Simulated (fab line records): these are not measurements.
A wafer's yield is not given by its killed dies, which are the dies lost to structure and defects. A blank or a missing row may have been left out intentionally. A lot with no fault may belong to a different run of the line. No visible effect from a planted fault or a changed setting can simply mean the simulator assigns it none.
Chamber matching | flow berkeley cmos170 | UCB170_V1_CVD_00 on pecvd-01: 3 sister chambers
The step deposits SiO2 from TEOS/O2, target thk 2000 nm, time 250 s. 14 wafers are shown with their chamber, then 7 later ones without.

WAFERS, EACH WITH ITS CHAMBER
wafer  | chamber | heater power w (W)
L590.4 | 2       | 300
L590.5 | 1       | 222
L590.6 | 0       | 325
L599.1 | 0       | 275
L599.4 | 0       | 223
L599.5 | 1       | 306
L602.1 | 1       | 319
L602.2 | 2       | 261
L602.4 | 1       | 218
L604.3 | 0       | 230
L604.4 | 2       | 284
L604.5 | 0       | 299
L606.1 | 0       | 231
L606.4 | 2       | 203

SIGNATURES, as means of the wafers listed above
reading        | chamber 0 | chamber 1 | chamber 2 | scatter within a chamber
heater power w | 263.83    | 266.25    | 262.00    | 45.8
Rule: distance of a wafer from a chamber = root of the sum over the readings of ((wafer's reading minus chamber's mean) / reading's scatter) squared. The wafer belongs to the nearest chamber; if the next one is less than 2 further off, it can't be placed. The scatter is the square root of a quotient: the sum, over the shown wafers, of each reading's squared deviation from its chamber's mean, divided by wafers minus chambers.

WAFERS WHOSE CHAMBER IS MISSING
wafer  | heater power w (W)
L606.5 | 301
L607.1 | 312
L607.2 | 247
L607.6 | 297
L610.1 | 228
L610.2 | 253
L610.3 | 300

EACH ONE'S CHAMBER
wafer  | from the rows above          | in truth
L606.5 | can't be placed: 1 or 0 or 2 | 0
L607.1 | can't be placed: 1 or 0 or 2 | 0
L607.2 | can't be placed: 2 or 0 or 1 | 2
L607.6 | can't be placed: 1 or 0 or 2 | 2
L610.1 | can't be placed: 2 or 0 or 1 | 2
L610.2 | can't be placed: 2 or 0 or 1 | 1
L610.3 | can't be placed: 1 or 0 or 2 | 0
Correctly placed: 0 of 7. Can't be placed from these rows: 7 (the true chamber is among the candidates in 7). Placed wrongly: 0.
